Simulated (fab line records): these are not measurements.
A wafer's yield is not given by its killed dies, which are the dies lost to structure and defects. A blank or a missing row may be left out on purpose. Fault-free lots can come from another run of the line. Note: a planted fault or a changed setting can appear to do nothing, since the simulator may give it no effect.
Chamber matching ; flow berkeleyCmos170 ; UCB170_V1_CMP_02 on cmp-01 has 4 sister chambers
The step polishes SiO2. 16 wafers are shown with their chamber, then 8 later ones without.

WAFERS PAIRED WITH THEIR CHAMBERS
wafer;chamber;motorCurrentA (A);headPressurePsi (psi)
L433.2;1;14.5;5.988
L433.4;3;16.9;5.990
L433.5;0;17.0;5.997
L435.4;1;15.4;6.001
L435.5;3;15.9;5.978
L435.6;0;18.1;6.003
L436.1;0;19.3;6.005
L436.4;1;15.2;5.997
L436.6;3;16.2;5.997
L439.2;0;17.6;6.017
L439.3;2;17.1;5.996
L439.6;3;15.4;6.008
L438.2;2;17.4;6.011
L438.3;1;14.6;5.990
L438.6;0;18.0;6.007
L442.1;2;17.3;5.996

SIGNATURES (averages over the wafers above)
reading;chamber 0;chamber 1;chamber 2;chamber 3;scatter within a chamber
motorCurrentA;18.000;14.925;17.267;16.100;0.624
headPressurePsi;6.00580;5.99400;6.00100;5.99325;0.00889
Rule: distance of a wafer from a chamber = root of the sum over the readings of ((wafer's reading minus chamber's mean) / reading's scatter) squared. The wafer belongs to the nearest chamber; if the next one is less than 2 further off, it can't be placed. The scatter: take each reading less its chamber's mean, square it, sum over the shown wafers, divide by the number of wafers less the number of chambers, and take the root.

WAFERS WHOSE CHAMBER IS MISSING
wafer;motorCurrentA (A);headPressurePsi (psi)
L442.3;18.7;6.007
L442.5;15.8;5.975
L445.2;14.8;5.991
L445.3;17.4;6.004
L445.6;15.0;6.015
L453.2;15.4;6.002
L453.5;15.2;5.999
L453.6;17.0;5.981

WHICH CHAMBER EACH WENT THROUGH
wafer;from the rows above;in truth
L442.3;can't be placed: 0 or 2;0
L442.5;can't be placed: 3 or 1 or 2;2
L445.2;can't be placed: 1 or 3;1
L445.3;can't be placed: 2 or 0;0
L445.6;can't be placed: 1 or 3 or 2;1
L453.2;can't be placed: 1 or 3 or 2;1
L453.5;can't be placed: 1 or 3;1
L453.6;can't be placed: 3 or 2 or 0 or 1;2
0 of 8 placed correctly. Unplaceable from these rows: 8, with the true chamber sitting among the candidates in 8. 0 placed wrongly.
